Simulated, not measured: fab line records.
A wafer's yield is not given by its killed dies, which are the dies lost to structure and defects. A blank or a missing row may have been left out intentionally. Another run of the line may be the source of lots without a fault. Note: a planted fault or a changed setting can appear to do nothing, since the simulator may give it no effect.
One fault through the eyes of 2 desks :: flow rit_cmos :: numbers are kept per desk, each desk with only its own; the story behind them comes last

METROLOGY DESK
Lot by lot, what the gauges showed, no matter which tool ran the lot: averages of those sampled wafers that carry a number. Any lot whose mean is over 4 standard deviations away from the usual mean is out of limits and marked OUT; that distance is given in the brackets.
Columns: A = FIELD_OXIDE_LEFT_2_THK at RIT_FOX2_THK_MEAS_91, usual 254 nm; B = SILICIDE_TI_RS at RIT_SILICIDE_RS_MEAS_02, usual 47.3 ohm/sq
lot: L936
first seen here: day 2 10:03
A: 254
B: 47.6

lot: L939
first seen here: day 2 22:56
A: 241
B: 46.9

lot: L940
first seen here: day 3 12:16
A: 253
B: 47.4

lot: L941
first seen here: day 3 17:26
A: 254
B: 47.4

lot: L943
first seen here: day 4 04:11
A: 254
B: 46.9

lot: L944
first seen here: day 4 05:48
A: 257
B: 46.6

lot: L948
first seen here: day 5 00:32
A: 255
B: 46.7

lot: L949
first seen here: day 5 03:29
A: 254
B: 46.8

lot: L952
first seen here: day 5 18:40
A: 243
B: 47.2

lot: L955
first seen here: day 6 10:29
A: 258
B: 46.7

lot: L956
first seen here: day 6 14:17
A: 260
B: 47.9

lot: L958
first seen here: day 6 23:10
A: 256
B: 47.4

lot: L959
first seen here: day 7 05:38
A: 256
B: 47.6
This desk's verdict: no lot among the 13 shows anything out of limits.

FOR THE TOOL OWNER'S DESK: wet_bench-02
The tool's own readings at RIT_SDANNEAL_CLEAN_01 (cleans in dHF, time 30 s): means of the sampled wafers that have a number, for each lot that ran on this tool. Any lot whose mean is over 4 standard deviations away from the usual mean is out of limits and marked OUT; that distance is given in the brackets.
Columns: A = run_length_s at RIT_SDANNEAL_CLEAN_01, usual 59.0 s
lot: L939
first seen here: day 4 00:51
A: 57.3

lot: L941
first seen here: day 4 15:17
A: 58.6

lot: L943
first seen here: day 5 00:36
A: 55.2

lot: L948
first seen here: day 5 18:08
A: 183.5 (+44) OUT
This desk finds L948 out of limits, L948 being first, at day 5 18:08 (run_length_s at RIT_SDANNEAL_CLEAN_01). L939, L941, L943 stayed within limits.

PUT TOGETHER
At day 5 18:08, on L948, the tool owner's desk was in a position to raise an alarm.
The metrology desk saw nothing out of limits.
The metrology desk has L948 on record, within its limits.
Of the lots named, all ran RIT_SDANNEAL_CLEAN_01 on wet_bench-02.

WHAT THE SIMULATOR PUT IN
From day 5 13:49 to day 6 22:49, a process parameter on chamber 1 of wet_bench-02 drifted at RIT_SDANNEAL_CLEAN_01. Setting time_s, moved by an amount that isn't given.
Shown lots that were struck: L948.
Delay in hours, fault start to first out-of-limits reading, by desk: the tool owner's desk at 4.
